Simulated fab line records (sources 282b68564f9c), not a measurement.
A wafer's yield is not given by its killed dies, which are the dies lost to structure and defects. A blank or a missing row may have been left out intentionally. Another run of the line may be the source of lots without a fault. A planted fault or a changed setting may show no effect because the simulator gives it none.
Matching of chambers | flow rit cmos | 4 sister chambers for RIT_ACTIVE_ETCH_13 on rie diel-04
The step etches Si3N4 in SF6, stops on SiO2, time 210 s, target depth 210 nm. 8 wafers are shown with their chamber, then 7 later ones without.

== WAFERS, EACH WITH ITS CHAMBER ==
wafer  | chamber | drypump motor current A (A) | throttle valve pct (%)
L639.3 | 2       | 5.4                         | 7.37
L641.3 | 2       | 5.4                         | 7.37
L641.5 | 0       | 5.1                         | 7.31
L644.3 | 0       | 5.1                         | 7.30
L644.4 | 3       | 6.3                         | 7.65
L644.5 | 3       | 6.3                         | 7.65
L645.1 | 1       | 6.0                         | 7.38
L645.5 | 1       | 6.1                         | 7.37

== WAFERS MISSING THEIR CHAMBER ==
wafer  | drypump motor current A (A) | throttle valve pct (%)
L645.6 | 5.4                         | 7.37
L648.3 | 6.2                         | 7.65
L648.4 | 5.4                         | 7.35
L648.6 | 5.4                         | 7.38
L651.3 | 6.2                         | 7.65
L651.4 | 6.1                         | 7.38
L651.6 | 6.1                         | 7.39

== WHICH CHAMBER EACH WENT THROUGH ==
wafer  | from the rows above | in truth
L645.6 | 2                   | 2
L648.3 | 3                   | 3
L648.4 | 2                   | 2
L648.6 | 2                   | 2
L651.3 | 3                   | 3
L651.4 | 1                   | 1
L651.6 | 1                   | 1
Correct placement for 7 of the 7. From these rows, 0 cannot be placed. Number placed wrongly: 0.
How it was worked out, from the rows above alone: a wafer's distance from a chamber is the root of the sum, over the readings, of the square of ((its reading less the chamber's mean) divided by the reading's scatter). The wafer belongs to the nearest chamber; if the next one is less than 2 further off, it can't be placed. The mean given for a chamber averages the wafers shown for that chamber. The scatter: take each reading less its chamber's mean, square it, sum over the shown wafers, divide by the number of wafers less the number of chambers, and take the root.
